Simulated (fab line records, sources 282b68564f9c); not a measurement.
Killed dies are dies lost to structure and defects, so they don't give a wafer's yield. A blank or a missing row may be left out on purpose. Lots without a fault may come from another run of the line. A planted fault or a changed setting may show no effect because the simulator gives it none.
Tool commonality check | flow rit_cmos | 13 lots, 39 wafers sampled

WHY IT WAS OPENED
At RIT_ACTIVE_THK_MEAS_04 the reading ACTIVE_NITRIDE_THK is flagged on 1 of 13 lots. Wafers without a fault read 150.0 nm, standard deviation 1.8.
Rule: a lot is flagged when every wafer of it that has a number lies more than 4 standard deviations from that mean, or none has a number. The other lots count as sound.

lot  | measured    | on            | ACTIVE_NITRIDE_THK (nm), wafer by wafer | flag
L736 | day 1 14:14 | film_metro-04 | 146.2 147.1 146.6                       |
L737 | day 1 18:32 | film_metro-03 | 150.6 151.0 149.8                       |
L738 | day 1 23:32 | film_metro-04 | 148.9 148.8 150.1                       |
L739 | day 2 04:32 | film_metro-03 | 149.5 149.2 149.2                       |
L741 | day 2 15:14 | film_metro-04 | 152.3 152.5 153.0                       |
L745 | day 3 10:32 | film_metro-03 | 148.1 149.2 150.1                       |
L747 | day 3 21:15 | film_metro-04 | 148.0 148.7 149.0                       |
L748 | day 4 01:32 | film_metro-03 | 151.1 149.8 149.9                       |
L750 | day 4 11:40 | film_metro-04 | 148.3 148.4 149.7                       |
L751 | day 4 20:11 | film_metro-01 | 148.5 149.0 150.4                       |
L755 | day 5 14:02 | film_metro-01 | 195.4 195.0 195.9                       | FLAGGED
L757 | day 6 00:49 | film_metro-01 | 150.5 149.3 149.8                       |
L759 | day 6 08:52 | film_metro-03 | 150.3 152.1 150.6                       |
The numbers of the flagged lots are 195.4 nm on average: +45.4 nm against the usual, or +25 standard deviations.

WHICH TOOL RAN EACH LOT
The record holds 1 process step before the reading, out of a route of 202 steps. In each cell: the tool, then ch and the chambers that the sampled wafers went through, then the start.
lot  | flag    | RIT_ACTIVE_CVD_03
L736 |         | lpcvd-02 ch 0, day 1 12:07
L737 |         | lpcvd-01 ch 1, day 1 17:07
L738 |         | lpcvd-01 ch 1, day 1 22:07
L739 |         | lpcvd-01 ch 0, day 2 03:07
L741 |         | lpcvd-02 ch 1, day 2 13:07
L745 |         | lpcvd-01 ch 0, day 3 09:07
L747 |         | lpcvd-02 ch 1, day 3 19:07
L748 |         | lpcvd-01 ch 0, day 4 00:07
L750 |         | lpcvd-01 ch 0, day 4 10:14
L751 |         | lpcvd-01 ch 1, day 4 18:45
L755 | FLAGGED | lpcvd-01 ch 1, day 5 12:35
L757 |         | lpcvd-02 ch 1, day 5 22:40
L759 |         | lpcvd-01 ch 0, day 6 07:26
What these steps do:
- RIT_ACTIVE_CVD_03: deposits Si3N4 from SiH2Cl2/NH3, target thk 150 nm, time 1500 s.
- RIT_ACTIVE_THK_MEAS_04

FLAGGED OVER TOTAL, TOOL BY TOOL (the gauges that took the reading come last)
step                   | tool          | lots run | flagged | share of the flagged lots | sound lots run after its first flagged lot
RIT_ACTIVE_CVD_03      | lpcvd-01      | 9        | 1       | all                       | 1 (L759)
RIT_ACTIVE_CVD_03      | lpcvd-02      | 4        | 0       | none                      | -
RIT_ACTIVE_THK_MEAS_04 | film_metro-01 | 3        | 1       | all                       | 1 (L757)
RIT_ACTIVE_THK_MEAS_04 | film_metro-03 | 5        | 0       | none                      | -
RIT_ACTIVE_THK_MEAS_04 | film_metro-04 | 5        | 0       | none                      | -

WHAT THE TABLE ALLOWS
2 rows of the table ran every flagged lot: lpcvd-01 at RIT_ACTIVE_CVD_03, film_metro-01 at RIT_ACTIVE_THK_MEAS_04.
- lpcvd-01 at RIT_ACTIVE_CVD_03: 1 of its 9 lots flagged. Sound lots ran on it after the first flagged one (L759), which a lasting fault on the whole tool wouldn't allow. Its own readings lie more than 4 standard deviations out on every wafer of the flagged lots: spike_tc_centre_C, spike_tc_load_C, susceptor_temp_C.
- film_metro-01 at RIT_ACTIVE_THK_MEAS_04: 1 of its 3 lots flagged. Sound lots ran on it after the first flagged one (L757), which a lasting fault on the whole tool wouldn't allow.
No row of the table ran every flagged lot and no sound lot after the first.

WHAT THE SIMULATOR HAD PUT IN
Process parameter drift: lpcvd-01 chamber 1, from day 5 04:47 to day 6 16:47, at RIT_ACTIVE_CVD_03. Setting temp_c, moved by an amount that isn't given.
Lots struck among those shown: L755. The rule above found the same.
